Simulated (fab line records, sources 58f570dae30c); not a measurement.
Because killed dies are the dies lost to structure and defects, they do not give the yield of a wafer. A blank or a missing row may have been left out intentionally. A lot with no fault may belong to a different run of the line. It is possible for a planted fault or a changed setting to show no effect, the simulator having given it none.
Chamber matching + flow berkeley_cmos170 + UCB170_V2_CMP_02 on cmp-02: 4 sister chambers
The step polishes SiO2. 8 wafers are shown with their chamber, then 7 later ones without.

== WAFERS WITH THEIR CHAMBER ==
| wafer  | chamber | motor_current_A (A) | retaining_ring_pressure_frac |
|--------|---------|---------------------|------------------------------|
| L131.6 | 0       | 16.5                | 0.993                        |
| L138.2 | 2       | 18.5                | 0.993                        |
| L140.3 | 0       | 17.8                | 0.994                        |
| L141.1 | 2       | 18.6                | 1.001                        |
| L141.2 | 3       | 16.6                | 0.993                        |
| L141.5 | 1       | 14.6                | 1.007                        |
| L147.2 | 3       | 15.8                | 1.010                        |
| L147.4 | 1       | 13.2                | 1.006                        |

== WAFERS MISSING THEIR CHAMBER ==
| wafer  | motor_current_A (A) | retaining_ring_pressure_frac |
|--------|---------------------|------------------------------|
| L147.5 | 18.2                | 1.009                        |
| L149.1 | 19.1                | 0.993                        |
| L149.2 | 16.4                | 1.006                        |
| L149.6 | 15.7                | 1.007                        |
| L150.1 | 15.0                | 0.996                        |
| L150.2 | 18.1                | 1.008                        |
| L150.4 | 16.2                | 0.997                        |

== WHICH CHAMBER EACH WENT THROUGH ==
| wafer  | from the rows above          | in truth |
|--------|------------------------------|----------|
| L147.5 | can't be placed: 2 or 0 or 3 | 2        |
| L149.1 | can't be placed: 2 or 0      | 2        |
| L149.2 | can't be placed: 3 or 0      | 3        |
| L149.6 | can't be placed: 3 or 1 or 0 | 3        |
| L150.1 | can't be placed: 3 or 1 or 0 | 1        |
| L150.2 | can't be placed: 2 or 0 or 3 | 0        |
| L150.4 | can't be placed: 3 or 0      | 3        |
Correctly placed: 0 of 7. Unplaceable from these rows: 7, with the true chamber sitting among the candidates in 7. Wrongly placed: 0.
How it was worked out, from the rows above alone: a wafer's distance from a chamber is the root of the sum, over the readings, of the square of ((its reading less the chamber's mean) divided by the reading's scatter). The wafer belongs to the nearest chamber; if the next one is less than 2 further off, it can't be placed. A chamber's mean is the mean of its shown wafers. How the scatter is found: for the shown wafers, subtract from each reading the mean of its chamber, square and add these, divide the total by (wafers less chambers), then take the root.
